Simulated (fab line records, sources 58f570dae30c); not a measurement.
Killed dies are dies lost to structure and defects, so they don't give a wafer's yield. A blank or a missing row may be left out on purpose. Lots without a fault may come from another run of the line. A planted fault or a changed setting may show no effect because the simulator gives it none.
Chamber matching | flow berkeley_cmos170 | UCB170_ACTIVE_ETCH_15 on rie_diel-04: 4 sister chambers
The step etches Si3N4 in CH3F/Ar/O2, stops on SiO2, target depth 242 nm, time 151 s. 16 wafers are shown with their chamber, then 8 later ones without.

WAFERS WITH THEIR CHAMBER
wafer  | chamber | drypump_motor_current_A (A) | throttle_valve_pct (%) | oes_product_au (a.u.)
L079.1 | 3       | 5.9                         | 8.26                   | 0.940
L079.4 | 1       | 5.8                         | 8.01                   | 0.924
L079.5 | 3       | 5.9                         | 8.24                   | 0.939
L085.2 | 2       | 5.5                         | 8.05                   | 0.941
L085.3 | 3       | 6.0                         | 8.23                   | 0.934
L085.5 | 2       | 5.5                         | 8.03                   | 0.935
L088.2 | 3       | 5.9                         | 8.22                   | 0.941
L088.3 | 0       | 5.9                         | 7.83                   | 0.944
L088.6 | 2       | 5.5                         | 8.03                   | 0.935
L090.1 | 2       | 5.5                         | 8.03                   | 0.945
L090.2 | 0       | 5.9                         | 7.84                   | 0.941
L090.3 | 3       | 5.9                         | 8.23                   | 0.942
L090.4 | 1       | 5.8                         | 8.02                   | 0.912
L090.5 | 1       | 5.8                         | 8.00                   | 0.921
L090.6 | 2       | 5.5                         | 8.04                   | 0.936
L094.1 | 0       | 5.9                         | 7.84                   | 0.933

SIGNATURES (means of the wafers above)
reading                 | chamber 0 | chamber 1 | chamber 2 | chamber 3 | scatter within a chamber
drypump_motor_current_A | 5.900     | 5.800     | 5.500     | 5.920     | 0.0258
throttle_valve_pct      | 7.8367    | 8.0100    | 8.0360    | 8.2360    | 0.0112
oes_product_au          | 0.93933   | 0.91900   | 0.93840   | 0.93920   | 0.00466
Rule: a wafer's distance from a chamber is the root of the sum, over the readings, of the square of ((its reading less the chamber's mean) divided by the reading's scatter). The wafer belongs to the nearest chamber; if the next one is less than 2 further off, it can't be placed. The scatter: the root of (the sum of the squares of (reading less its chamber's mean) over the shown wafers, divided by (wafers less chambers)).

WAFERS WITHOUT THEIR CHAMBER
wafer  | drypump_motor_current_A (A) | throttle_valve_pct (%) | oes_product_au (a.u.)
L094.4 | 5.8                         | 8.03                   | 0.917
L094.5 | 5.9                         | 7.82                   | 0.952
L096.3 | 5.9                         | 8.24                   | 0.948
L096.4 | 5.9                         | 7.81                   | 0.950
L096.5 | 5.5                         | 8.04                   | 0.926
L097.2 | 5.8                         | 8.01                   | 0.924
L097.4 | 5.5                         | 8.03                   | 0.930
L097.6 | 5.5                         | 8.04                   | 0.945

WHICH CHAMBER EACH WENT THROUGH
wafer  | from the rows above | in truth
L094.4 | 1                   | 1
L094.5 | 0                   | 0
L096.3 | 3                   | 3
L096.4 | 0                   | 0
L096.5 | 2                   | 2
L097.2 | 1                   | 1
L097.4 | 2                   | 2
L097.6 | 2                   | 2
Placed correctly: 8 of 8. Can't be placed from these rows: 0. Placed wrongly: 0.
